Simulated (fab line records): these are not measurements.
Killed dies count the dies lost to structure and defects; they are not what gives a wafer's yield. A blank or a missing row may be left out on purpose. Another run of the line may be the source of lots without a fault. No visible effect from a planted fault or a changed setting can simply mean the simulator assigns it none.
Split-lot trial | flow berkeleyCmos170 | 23 wafers read from 5 lots, route of 331 steps

## ON THE SPLIT
At UCB170_NWELL_IMPLANT_14, the setting energyKev was moved away from the recipe's 150 on 5 of the 23 wafers read, by +1.9% to +2.7%. This setting was run at the recipe's value on the other wafers.

Reading taken at the split's own step.

## THE READING
implant.drpNm (the simulator's own value, which no gauge read), in nm, at UCB170_NWELL_IMPLANT_14. No usual value for it is given in the file.

wafer  | tool, chamber at the split | energyKev as run | against the recipe | implant.drpNm, nm | against lot-mates on the recipe
L074.1 | implanter-03, 0            | 150              | recipe             | 62.72             | -
L074.4 | implanter-03, 0            | 150              | recipe             | 62.72             | -
L074.6 | implanter-03, 0            | 150              | recipe             | 62.72             | -
L074.2 | implanter-03, 0            | 154.1            | +2.7%              | 64.01             | +1.29
L074.3 | implanter-03, 0            | 154.1            | +2.7%              | 64.01             | +1.29
L077.1 | implanter-03, 0            | 150              | recipe             | 62.72             | -
L077.3 | implanter-03, 0            | 150              | recipe             | 62.72             | -
L077.2 | implanter-03, 0            | 152.9            | +1.9%              | 63.64             | +0.92
L077.4 | implanter-03, 0            | 152.9            | +1.9%              | 63.64             | +0.92
L077.6 | implanter-03, 0            | 152.9            | +1.9%              | 63.64             | +0.92
L080.2 | implanter-04, 0            | 150              | recipe             | 62.72             | -
L080.3 | implanter-04, 0            | 150              | recipe             | 62.72             | -
L080.6 | implanter-04, 0            | 150              | recipe             | 62.72             | -
L084.1 | implanter-04, 0            | 150              | recipe             | 62.72             | -
L084.2 | implanter-04, 0            | 150              | recipe             | 62.72             | -
L084.3 | implanter-04, 0            | 150              | recipe             | 62.72             | -
L084.4 | implanter-04, 0            | 150              | recipe             | 62.72             | -
L084.6 | implanter-04, 0            | 150              | recipe             | 62.72             | -
L085.1 | implanter-01, 0            | 150              | recipe             | 62.72             | -
L085.2 | implanter-01, 0            | 150              | recipe             | 62.72             | -
L085.3 | implanter-01, 0            | 150              | recipe             | 62.72             | -
L085.4 | implanter-01, 0            | 150              | recipe             | 62.72             | -
L085.5 | implanter-01, 0            | 150              | recipe             | 62.72             | -

FIT RESULTS
A straight line over all 23 wafers: implant.drpNm changes by +0.474 nm for each +1% of energyKev; r = +1.00; the points scatter about the line by 0.0022 nm.
The same after taking each lot's own level away (the mean of its wafers on the recipe; 23 wafers): +0.474 nm for each +1%; r = +1.00; scatter 0.0022 nm.
Per that fit: largest energyKev move, reading shift of 1.3 nm.
The lots' own levels span 62.720 to 62.720 nm.
The two slopes are in agreement: the lot-to-lot level therefore moves the slope only a little.
Check: for one of the wafers moved furthest among these (+2.7%), held out of the fit, the line's prediction against its lot-mates is +1.3 nm. It came out at +1.29 nm against them.

## THESE WAFERS: OTHER SPLITS
Before the reading, these wafers also passed through other splits. Each is held against what the fit with the lots' levels taken away leaves over:
other split on the same wafers   | wafers away from the commonest value | r with implant.drpNm (lot level and that fit taken away)
UCB170_NWELL_COAT_07 resistThkNm | 6                                    | -0.22

## FILE'S OWN FIT
implant.drpNm changes by +0.472 nm for each +1% of energyKev, r = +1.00.
